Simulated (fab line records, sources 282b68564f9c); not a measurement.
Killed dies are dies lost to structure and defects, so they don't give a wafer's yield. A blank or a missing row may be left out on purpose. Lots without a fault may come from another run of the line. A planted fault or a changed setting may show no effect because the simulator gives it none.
A struck lot beside a sound one | flow rit_cmos | 15 steps out of a route of 202
Sound: wafers L992.3, L992.5, L992.6. Struck: wafers L986.3, L986.5, L986.6. The cause comes at the end.
At each step with rows: each side's tool, then ch and its chambers, then its first start. Under that, the readings that differ: sound wafers | struck wafers | difference of the means | sigmas: that difference in standard deviations of wafers without a fault.
alike: readings whose means differ by less than 2 such deviations, and words and numbers that are the same on both sides. not compared: withheld readings, readings that some wafer has no value for, bounds like >300 that may hide the same value, and numbers for which the record gives no deviation and whose values overlap.
The two part at a step that has a row with sigmas, a row that says differs or no value, or rows on one side only. Numbers that don't overlap but have no deviation are shown without sigmas and don't part them. A reading that every wafer of one side lacks parts them only if that side has two wafers or more.

first, 5 steps without rows for these wafers: RIT_NWELL_COAT_01 (resist thk 1300 nm); RIT_NWELL_SOFTBAKE_02 (time 60 s); RIT_NWELL_EXPOSE_03 (exposes mask M2, target cd 43900 nm); RIT_NWELL_PEB_04; RIT_NWELL_DEVELOP_05 (develop time 68 s).
RIT_NWELL_OVL_MEAS_06:
  sound on overlay-01, day 4 23:19; struck on overlay-01, day 3 18:07
  alike: NWELL_OVL
then, 2 steps without rows for these wafers: RIT_NWELL_HARDBAKE_07 (time 120 s); RIT_NWELL_IMPLANT_08.
RIT_NWELL_STRIP_09: strips in O2, time 180 s.
  sound on plasma_asher-02 ch 0,1, day 4 23:47; struck on plasma_asher-03 ch 0,1, day 3 18:36
  alike: drypump_motor_current_A
  not compared: rf_hours_counter_h
RIT_NWELL_TW_MEAS_10:
  sound on film_metro-04, day 4 23:56; struck on film_metro-03, day 3 18:44
  reading  | sound          | struck         | difference | sigmas
  NWELL_TW | 2155 2171 2150 | 2181 2191 2184 | +27        | +3
then, 2 steps without rows for these wafers: RIT_PWELL_HMDS_00 (prime time 60 s); RIT_PWELL_COAT_01 (resist thk 1300 nm).
RIT_PWELL_SOFTBAKE_02: time 60 s.
  sound on litho_track-04 ch 0, day 5 00:19; struck on litho_track-03 ch 0, day 3 19:07
  reading                  | sound             | struck            | difference | sigmas
  heater_power_total_W (W) | 34.63 34.62 34.47 | 33.75 33.82 33.76 | -0.80      | -18
  plate_temp_C (C)         | 90.16 90.00 89.93 | 88.29 88.37 88.52 | -1.64      | -15
then, 1 step without rows for these wafers: RIT_PWELL_EXPOSE_03 (exposes mask M3, target cd 43700 nm).
RIT_M1_PROBE_99:
  sound on prober-02, day 6 11:50; struck on prober-02, day 5 08:43
  alike: killed_at_contacts, killed_at_front_end, killed_dies, killed_on_rim, killed_open, killed_short

WHERE THEY PART
First at RIT_NWELL_TW_MEAS_10; last, within this record, at RIT_PWELL_SOFTBAKE_02. Later steps at which nothing parts them and some readings are alike: RIT_M1_PROBE_99.

WHY: what the simulator had put in
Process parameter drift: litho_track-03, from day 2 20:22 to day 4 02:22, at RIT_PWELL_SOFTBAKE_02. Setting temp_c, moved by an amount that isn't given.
